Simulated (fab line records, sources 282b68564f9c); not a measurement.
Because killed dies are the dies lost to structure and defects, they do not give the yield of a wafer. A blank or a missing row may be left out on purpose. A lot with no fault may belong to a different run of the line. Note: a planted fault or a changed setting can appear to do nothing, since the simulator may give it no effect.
Which tool did it? | flow ritCmos | Sampling: 14 lots, 42 wafers, 2 of 202 route steps

## WHAT THE GAUGES SHOWED, per wafer
RIT_ACTIVE_CD_MEAS_90: the cd target is 1400 nm. Usual: cdNm 1400.2 nm, standard deviation 2.6.
lot  | measured    | on       | cdNm (nm)            | flag
L347 | day 1 15:40 | cdSem-01 | 1398.7 1400.4 1400.9 | 
L348 | day 1 21:58 | cdSem-01 | 1399.1 1401.0 1402.1 | 
L349 | day 2 01:14 | cdSem-02 | 1403.7 1403.6 1402.4 | 
L351 | day 2 11:53 | cdSem-02 | 1396.8 1394.5 1396.6 | 
L352 | day 2 17:52 | cdSem-01 | 1399.9 1398.8 1399.2 | 
L354 | day 3 04:01 | cdSem-02 | 1401.3 1398.8 1401.1 | 
L357 | day 3 19:13 | cdSem-01 | 1400.8 1398.9 1400.7 | 
L358 | day 3 23:23 | cdSem-02 | 1398.2 1394.4 1397.6 | 
L364 | day 5 06:19 | cdSem-01 | - - -                | OFF
L365 | day 5 10:28 | cdSem-01 | - - -                | OFF
L367 | day 5 19:53 | cdSem-01 | 1398.2 1398.3 1399.6 | 
L368 | day 6 00:53 | cdSem-01 | 1401.8 1401.9 1404.5 | 
L369 | day 6 07:10 | cdSem-01 | 1404.7 1403.6 1404.2 | 
L370 | day 6 10:01 | cdSem-01 | 1401.6 1400.3 1402.0 | 

## WHICH TOOL RAN EACH LOT (tool, then ch and the chambers of the sampled wafers, then the start)
lot  | RIT_ACTIVE_CVD_03
L347 | lpcvd-01 ch 1, day 1 12:37
L348 | lpcvd-02 ch 0, day 1 19:04
L349 | lpcvd-01 ch 0, day 1 22:19
L351 | lpcvd-01 ch 1, day 2 08:58
L352 | lpcvd-01 ch 1, day 2 14:50
L354 | lpcvd-01 ch 1, day 3 00:58
L357 | lpcvd-01 ch 1, day 3 16:11
L358 | lpcvd-02 ch 0, day 3 19:25
L364 | lpcvd-01 ch 0, day 5 02:38
L365 | lpcvd-02 ch 0, day 5 07:26
L367 | lpcvd-02 ch 0, day 5 16:49
L368 | lpcvd-01 ch 0, day 5 21:51
L369 | lpcvd-01 ch 0, day 6 04:13
L370 | lpcvd-02 ch 1, day 6 07:07
- RIT_ACTIVE_CVD_03: deposits Si3N4 from SiH2Cl2/NH3, target thk 150 nm, time 1500 s.

## AS READ BY THE TOOLS THEMSELVES (means over the sampled wafers that have a number; for cases with no such wafer, the mark the record gives instead)
RIT_ACTIVE_CVD_03. Usual: nh3FlowSccm 150.0 sccm, standard deviation 0.46; pressureMtorr 300.1 mTorr, standard deviation 0.65; zonePowerLoadPct 21.2 %, standard deviation 0.94.
lot  | tool     | nh3FlowSccm (sccm) | pressureMtorr (mTorr) | zonePowerLoadPct (%) | flag
L347 | lpcvd-01 | 150.3              | 299.7                 | 20.0                 | 
L348 | lpcvd-02 | 149.6              | 300.0                 | 21.8                 | 
L349 | lpcvd-01 | 150.0              | 300.0                 | 21.5                 | 
L351 | lpcvd-01 | 149.9              | 299.9                 | 20.0                 | 
L352 | lpcvd-01 | 150.5              | 299.6                 | 19.9                 | 
L354 | lpcvd-01 | 149.9              | 300.1                 | 19.8                 | 
L357 | lpcvd-01 | 150.0              | 300.2                 | 20.1                 | 
L358 | lpcvd-02 | 150.3              | 299.5                 | 22.2                 | 
L364 | lpcvd-01 | -                  | -                     | -                    | OFF
L365 | lpcvd-02 | -                  | -                     | -                    | OFF
L367 | lpcvd-02 | 150.4              | 299.9                 | 22.1                 | 
L368 | lpcvd-01 | 149.9              | 300.9                 | 21.8                 | 
L369 | lpcvd-01 | 149.9              | 300.0                 | 21.7                 | 
L370 | lpcvd-02 | 149.6              | 299.9                 | 21.6                 | 

## THE ANSWER, worked out from the rows above alone
Rule: a lot counts as off when the mean over its wafers that have a number is more than 3 standard deviations away from the usual mean. A lot without any number at a reading at which 4 lots or more have one is off too. The other lots that the step has rows for count as sound. Order of review: gauges by route order, followed by the tools' own readings, for which a lot's mean as printed above is used. At the first step where some lot is off, the reading lying furthest off is the one used; lots without a number count as furthest.
Off, at RIT_ACTIVE_CD_MEAS_90 on cdNm: L364, L365. Without a number there: L364, L365.
If a tool, at a process step before that reading, ran all the lots that are off and no sound lot after the first of them, it fits. Not tried: the gauges at RIT_ACTIVE_CD_MEAS_90; whatever is off there is also off at RIT_ACTIVE_CVD_03, on other tools, and gauge error can't account for it. Not one of the candidates tried fits.

## WHAT WAS PUT IN BY THE SIMULATOR
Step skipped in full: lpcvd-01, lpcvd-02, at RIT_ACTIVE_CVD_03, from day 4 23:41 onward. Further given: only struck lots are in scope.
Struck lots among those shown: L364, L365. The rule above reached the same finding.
